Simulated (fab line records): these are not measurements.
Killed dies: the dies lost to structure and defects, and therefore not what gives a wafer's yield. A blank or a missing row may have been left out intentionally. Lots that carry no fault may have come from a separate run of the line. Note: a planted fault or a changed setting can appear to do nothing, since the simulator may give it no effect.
The same fault as seen by 2 desks :: flow berkeley_cmos170 :: each desk holds nothing but its own numbers, with what lay behind them at the end

== AT THE TOOL OWNER'S DESK: lpcvd-01 ==
The tool's own readings at UCB170_GATE_CVD_04 (deposits poly-Si from SiH4, time 1440 s, target thk 214 nm): means of the sampled wafers that have a number, for each lot that ran on this tool. If a lot's mean is further than 4 standard deviations from the usual mean, the lot is out of limits and carries the mark OUT (the distance appears in the brackets).
Columns: A = spike_tc_centre_C at UCB170_GATE_CVD_04, usual 611.8 C; B = spike_tc_load_C at UCB170_GATE_CVD_04, usual 634.1 C; C = spike_tc_source_C at UCB170_GATE_CVD_04, usual 631.2 C; D = susceptor_temp_C at UCB170_GATE_CVD_04, usual 610.03 C
lot: L223
first seen here: day 8 06:51
A: 612.1
B: 634.9
C: 632.2
D: 609.94

lot: L224
first seen here: day 8 19:07
A: 612.3
B: 636.7
C: 628.1
D: 609.72

lot: L225
first seen here: day 8 19:07
A: 612.0
B: 634.8
C: 631.9
D: 610.23

lot: L226
first seen here: day 8 19:07
A: 612.9
B: 635.6
C: 634.0
D: 609.98

lot: L227
first seen here: day 9 11:30
A: 612.2
B: 635.6
C: 627.5
D: 609.73

lot: L236
first seen here: day 11 09:42
A: 600.7 (-9.2) OUT
B: 623.3 (-5.7) OUT
C: 620.6 (-4.2) OUT
D: 597.78 (-41) OUT

lot: L237
first seen here: day 11 09:42
A: 600.3 (-9.6) OUT
B: 622.8 (-5.9) OUT
C: 620.7 (-4.2) OUT
D: 597.90 (-40) OUT

lot: L238
first seen here: day 11 09:42
A: 612.6
B: 635.3
C: 629.2
D: 610.31
This desk's verdict: out of limits on L236, L237, starting with L236 at day 11 09:42 (spike_tc_centre_C at UCB170_GATE_CVD_04). L223, L224, L225, L226, L227, L238 stayed within limits.

== METROLOGY DESK ==
Means of the sampled wafers that have a number, per lot and without regard to the tool the lot ran on: this is what the gauges read. If a lot's mean is further than 4 standard deviations from the usual mean, the lot is out of limits and carries the mark OUT (the distance appears in the brackets).
Columns: A = GATE_POLY_THK at UCB170_GATE_THK_MEAS_05, usual 214.1 nm; B = NSD_TW at UCB170_NSD_TW_MEAS_10, usual 4155
lot: L215
first seen here: day 7 15:17
A: 215.3
B: 4217

lot: L216
first seen here: day 7 15:19
A: 213.9
B: 4221

lot: L217
first seen here: day 7 15:19
A: 215.5
B: 4102

lot: L220
first seen here: day 8 00:36
A: 215.6
B: 4188

lot: L221
first seen here: day 8 00:36
A: 213.2
B: 4093

lot: L219
first seen here: day 8 05:39
A: 217.5
B: 4129

lot: L223
first seen here: day 8 08:15
A: 214.2
B: 4125

lot: L224
first seen here: day 8 20:31
A: 215.1
B: 4149

lot: L225
first seen here: day 8 20:37
A: 216.9
B: 4139

lot: L226
first seen here: day 8 20:40
A: 211.8
B: 4187

lot: L227
first seen here: day 9 12:55
A: 211.6
B: 4112

lot: L236
first seen here: day 11 11:07
A: 158.8 (-26) OUT
B: 4161

lot: L238
first seen here: day 11 11:07
A: 211.9
B: 4092

lot: L237
first seen here: day 11 11:07
A: 159.4 (-26) OUT
B: 4203
This desk's finding: out of limits on L236, L237; first on L236, day 11 11:07 (GATE_POLY_THK at UCB170_GATE_THK_MEAS_05). L215, L216, L217, L220, L221, L219, L223, L224, L225, L226, L227, L238 stayed within limits.

== PUT TOGETHER ==
At day 11 09:42, on L236, L237, the tool owner's desk was in a position to raise an alarm.
The metrology desk could have raised an alarm at day 11 11:07, on L236, L237.
The lots listed all ran UCB170_GATE_CVD_04 on lpcvd-01.

== WHAT THE SIMULATOR PUT IN ==
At UCB170_GATE_CVD_04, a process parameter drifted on lpcvd-01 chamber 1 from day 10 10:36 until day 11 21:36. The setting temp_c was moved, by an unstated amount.
Shown lots that were struck: L236, L237.
Hours from the fault's start to each desk's first reading out of limits: the tool owner's desk, 23; the metrology desk, 25.
